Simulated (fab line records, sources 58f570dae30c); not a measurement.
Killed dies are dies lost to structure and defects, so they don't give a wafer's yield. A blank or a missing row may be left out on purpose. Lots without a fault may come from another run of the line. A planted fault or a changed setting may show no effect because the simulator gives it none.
A struck lot beside a sound one | flow berkeley_cmos170 | 16 steps out of a route of 331
Sound: wafers L801.1, L801.3, L801.5. Struck: wafer L814.1. (L814.2, L814.4 of the same lot were not struck and are left out.) The cause comes at the end.
At each step with rows: each side's tool, then ch and its chambers, then its first start. Under that, the readings that differ: sound wafers | struck wafers | difference of the means | sigmas: that difference in standard deviations of wafers without a fault.
alike: readings whose means differ by less than 2 such deviations, and words and numbers that are the same on both sides. not compared: withheld readings, readings that some wafer has no value for, bounds like >300 that may hide the same value, and numbers for which the record gives no deviation and whose values overlap.
The two part at a step that has a row with sigmas, a row that says differs or no value, or rows on one side only. Numbers that don't overlap but have no deviation are shown without sigmas and don't part them. A reading that every wafer of one side lacks parts them only if that side has two wafers or more.

first, 1 step without rows for these wafers: UCB170_CONTACT_CLEAN_20 (cleans in SPM, time 600 s).
UCB170_M1_SPUTTER_00: material Al, target thk 600 nm, time 80 s.
  sound on pvd_sputter-03, day 8 19:27; struck on pvd_sputter-01, day 11 21:47
  reading                | sound          | struck | difference | sigmas
  throttle_valve_pct (%) | 29.8 30.6 30.2 | 26.8   | -3.4       | -3
UCB170_M1_RS_MEAS_01: measures by four-point-probe.
  sound on film_metro-03, day 8 19:31; struck on film_metro-01, day 11 21:51
  alike: M1_AL_RS
UCB170_M1_THK_MEAS_02: measures by xrf.
  sound on film_metro-03, day 8 19:38; struck on film_metro-01, day 11 21:58
  alike: M1_AL_THK
then, 6 steps without rows for these wafers: UCB170_M1_COAT_03; UCB170_M1_COAT_04 (resist thk 900 nm); UCB170_M1_SOFTBAKE_05 (time 60 s); UCB170_M1_EXPOSE_06 (exposes mask METAL1, target cd 700 nm); UCB170_M1_PEB_07; UCB170_M1_DEVELOP_08 (develop time 45 s).
UCB170_M1_CD_MEAS_09: target cd 700 nm.
  sound on cd_sem-02, day 8 20:40; struck on cd_sem-02, day 11 23:29
  alike: cd_nm
UCB170_M1_OVL_MEAS_10:
  sound on overlay-01, day 8 20:47; struck on overlay-01, day 11 23:37
  alike: M1_OVL
UCB170_M1_ETCH_11: etches BARC in N2/H2.
  sound on rie_diel-02 ch 2,3, day 8 20:49; struck on rie_diel-04 ch 3, day 11 23:38
  reading               | sound             | struck | difference | sigmas
  oes_product_au (a.u.) | 1.004 0.983 0.985 | 1.241  | +0.250     | +14
  model.M1.cd_nm (nm)   | 701.9 700.3 701   | 695.3  | -5.8       |
  alike: drypump_motor_current_A, throttle_valve_pct
UCB170_M1_METAL_ETCH_12: etches Al in Cl2/BCl3, stops on PSG, target depth 780 nm, time 130 s.
  sound on rie_metal-01 ch 0,1, day 8 20:51; struck on rie_metal-03 ch 0, day 11 23:41
  reading                | sound             | struck | difference | sigmas
  throttle_valve_pct (%) | 24.41 24.42 24.51 | 23.83  | -0.62      | -2
  model.M1.cd_nm (nm)    | 700.2 701.7 700.6 | 698.5  | -2.3       |
  alike: bcl3_flow_sccm, drypump_motor_current_A, oes_product_au
  not compared: rf_hours_counter_h
UCB170_M1_STRIP_13: strips in O2.
  sound on plasma_asher-02 ch 0, day 8 20:59; struck on plasma_asher-02 ch 1, day 11 23:49
  reading             | sound             | struck | difference | sigmas
  o2_flow_sccm (sccm) | 399.2 399.1 399.1 | 396.7  | -2.4       | -2
  alike: drypump_motor_current_A, oes_product_au
  not compared: rf_hours_counter_h
UCB170_M3_PROBE_99:
  the record has rows for the sound wafers here (prober-01, day 9 12:31) and none for the struck ones

WHERE THEY PART
First at UCB170_M1_SPUTTER_00; last, within this record, at UCB170_M3_PROBE_99.

WHY: what the simulator had put in
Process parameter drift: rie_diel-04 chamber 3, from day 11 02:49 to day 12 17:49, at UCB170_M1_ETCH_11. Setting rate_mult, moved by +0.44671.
